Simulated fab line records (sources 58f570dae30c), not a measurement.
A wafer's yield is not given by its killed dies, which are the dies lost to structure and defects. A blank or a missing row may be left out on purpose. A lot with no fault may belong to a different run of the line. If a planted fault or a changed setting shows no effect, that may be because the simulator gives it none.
Commonality check across tools    flow berkeleyCmos170    Sample size 13 lots and 37 wafers

## THE REASON FOR OPENING IT
On 1 of the 13 lots, a flag is raised at UCB170_M1_CD_MEAS_90 on the reading cdNm. Fault-free wafers read 699.8 nm, with a standard deviation of 2.7.
Rule: a lot is flagged when every wafer of it that has a number lies more than 4 standard deviations from that mean, or none has a number. As for the other lots, they are considered sound.

lot   measured      on        cdNm (nm), wafer by wafer  flag
L479  day 7 15:19   cdSem-02  701.5 700.9 700.0          
L481  day 7 16:56   cdSem-01  698.4 695.2 694.8          
L482  day 8 06:56   cdSem-02  700.1 698.7 699.5          
L483  day 8 20:11   cdSem-01  696.0 696.0 695.1          
L484  day 8 22:55   cdSem-02  695.2 700.2 697.0          
L487  day 9 14:35   cdSem-01  700.0 702.7 699.9          
L491  day 10 04:56  cdSem-01  702.9 701.4 699.2          
L488  day 10 05:31  cdSem-01  703.3 701.5 705.7          
L489  day 10 05:34  cdSem-02  700.1 698.7 702.0          
L492  day 10 15:04  cdSem-02  702.4 699.7 696.4          
L496  day 10 19:42  cdSem-01  695.4 693.8 697.9          
L494  day 10 20:31  cdSem-01  702.9 701.1 700.9          
L501  day 12 02:24  cdSem-01  676.5                      FLAGGED
The mean of the flagged lots' numbers is 676.5 nm, -23.3 nm from the usual (-9 standard deviations).

## EACH LOT AND THE TOOL IT RAN ON
Before the reading, the record contains 3 process steps out of a 331-step route. Read each cell as the tool, then ch plus the chambers that the sampled wafers visited, then the start.
lot   flag     UCB170_PVT_STRIP_08                 UCB170_M1_METAL_ETCH_12           UCB170_M1_STRIP_13
L479           plasmaAsher-04 ch 0,1, day 6 06:04  rieMetal-01 ch 0,1, day 7 14:40   plasmaAsher-04 ch 0,1, day 7 14:47
L481           plasmaAsher-01 ch 0,1, day 6 07:14  rieMetal-04 ch 0, day 7 16:34     plasmaAsher-04 ch 0,1, day 7 16:50
L482           plasmaAsher-02 ch 0,1, day 6 20:44  rieMetal-04 ch 0,1, day 8 06:41   plasmaAsher-04 ch 0,1, day 8 06:48
L483           plasmaAsher-02 ch 0,1, day 7 05:34  rieMetal-02 ch 0,1, day 8 19:58   plasmaAsher-01 ch 0,1, day 8 20:05
L484           plasmaAsher-04 ch 0,1, day 7 05:50  rieMetal-04 ch 0,1, day 8 22:40   plasmaAsher-01 ch 1, day 8 22:48
L487           plasmaAsher-01 ch 0,1, day 7 23:11  rieMetal-01 ch 0,1, day 9 14:22   plasmaAsher-02 ch 0,1, day 9 14:29
L491           plasmaAsher-01 ch 0,1, day 8 08:31  rieMetal-01 ch 0,1, day 10 04:19  plasmaAsher-01 ch 0,1, day 10 04:26
L488           plasmaAsher-04 ch 0,1, day 8 08:13  rieMetal-02 ch 0,1, day 10 05:13  plasmaAsher-01 ch 0,1, day 10 05:21
L489           plasmaAsher-04 ch 0,1, day 8 08:46  rieMetal-01 ch 0,1, day 10 05:20  plasmaAsher-02 ch 0,1, day 10 05:28
L492           plasmaAsher-01 ch 0,1, day 8 18:25  rieMetal-02 ch 0,1, day 10 14:50  plasmaAsher-04 ch 0,1, day 10 14:57
L496           plasmaAsher-01 ch 0,1, day 8 18:43  rieMetal-04 ch 0,1, day 10 19:28  plasmaAsher-02 ch 0,1, day 10 19:35
L494           plasmaAsher-02 ch 0,1, day 8 18:32  rieMetal-02 ch 0,1, day 10 20:14  plasmaAsher-02 ch 0,1, day 10 20:22
L501  FLAGGED  plasmaAsher-04 ch 1, day 10 09:22   rieMetal-02 ch 0, day 12 02:09    plasmaAsher-02 ch 0, day 12 02:16
These steps, and what they do:
- UCB170_PVT_STRIP_08: strips in O2.
- UCB170_M1_METAL_ETCH_12: etches Al in Cl2/BCl3, stops on PSG, target depth 780 nm, time 130 s.
- UCB170_M1_STRIP_13: strips in O2.
- UCB170_M1_CD_MEAS_90: target cd 700 nm.

## FLAGGED AGAINST TOTAL, ONE TOOL AT A TIME (gauges that did the reading follow at the end)
step                     tool            lots run  flagged  share of the flagged lots  sound lots run after its first flagged lot
UCB170_PVT_STRIP_08      plasmaAsher-01  5         0        none                       -
UCB170_PVT_STRIP_08      plasmaAsher-02  3         0        none                       -
UCB170_PVT_STRIP_08      plasmaAsher-04  5         1        all                        0
UCB170_M1_METAL_ETCH_12  rieMetal-01     4         0        none                       -
UCB170_M1_METAL_ETCH_12  rieMetal-02     5         1        all                        0
UCB170_M1_METAL_ETCH_12  rieMetal-04     4         0        none                       -
UCB170_M1_STRIP_13       plasmaAsher-01  4         0        none                       -
UCB170_M1_STRIP_13       plasmaAsher-02  5         1        all                        0
UCB170_M1_STRIP_13       plasmaAsher-04  4         0        none                       -
UCB170_M1_CD_MEAS_90     cdSem-01        8         1        all                        0
UCB170_M1_CD_MEAS_90     cdSem-02        5         0        none                       -

## THE TABLE: WHAT IT ALLOWS
4 rows of the table ran every flagged lot: plasmaAsher-04 at UCB170_PVT_STRIP_08, rieMetal-02 at UCB170_M1_METAL_ETCH_12, plasmaAsher-02 at UCB170_M1_STRIP_13, cdSem-01 at UCB170_M1_CD_MEAS_90.
- plasmaAsher-04 at UCB170_PVT_STRIP_08 ran 5 lots, 1 of them flagged. A fault beginning between L489 (day 8 08:46), its last sound lot, and L501 (day 10 09:22), its first flagged one, fits the data.
- rieMetal-02 at UCB170_M1_METAL_ETCH_12 ran 5 lots, 1 of them flagged. A fault beginning between L494 (day 10 20:14), its last sound lot, and L501 (day 12 02:09), its first flagged one, fits the data. Its own readings (oesProductAu, runLengthS) fall more than 4 standard deviations out on all wafers of the flagged lots.
- plasmaAsher-02 at UCB170_M1_STRIP_13 ran 5 lots, 1 of them flagged. A fault beginning between L494 (day 10 20:22), its last sound lot, and L501 (day 12 02:16), its first flagged one, fits the data. Its own readings (oesProductAu) fall more than 4 standard deviations out on all wafers of the flagged lots.
- cdSem-01 at UCB170_M1_CD_MEAS_90 ran 8 lots, 1 of them flagged. A fault beginning between L494 (day 10 20:31), its last sound lot, and L501 (day 12 02:24), its first flagged one, fits the data.
A lot count leaves these 4 tools indistinguishable: every one of them fits a fault beginning at some hour. More lots, or a look at what each step does to the wafer, might.

## WHAT WAS PUT IN BY THE SIMULATOR
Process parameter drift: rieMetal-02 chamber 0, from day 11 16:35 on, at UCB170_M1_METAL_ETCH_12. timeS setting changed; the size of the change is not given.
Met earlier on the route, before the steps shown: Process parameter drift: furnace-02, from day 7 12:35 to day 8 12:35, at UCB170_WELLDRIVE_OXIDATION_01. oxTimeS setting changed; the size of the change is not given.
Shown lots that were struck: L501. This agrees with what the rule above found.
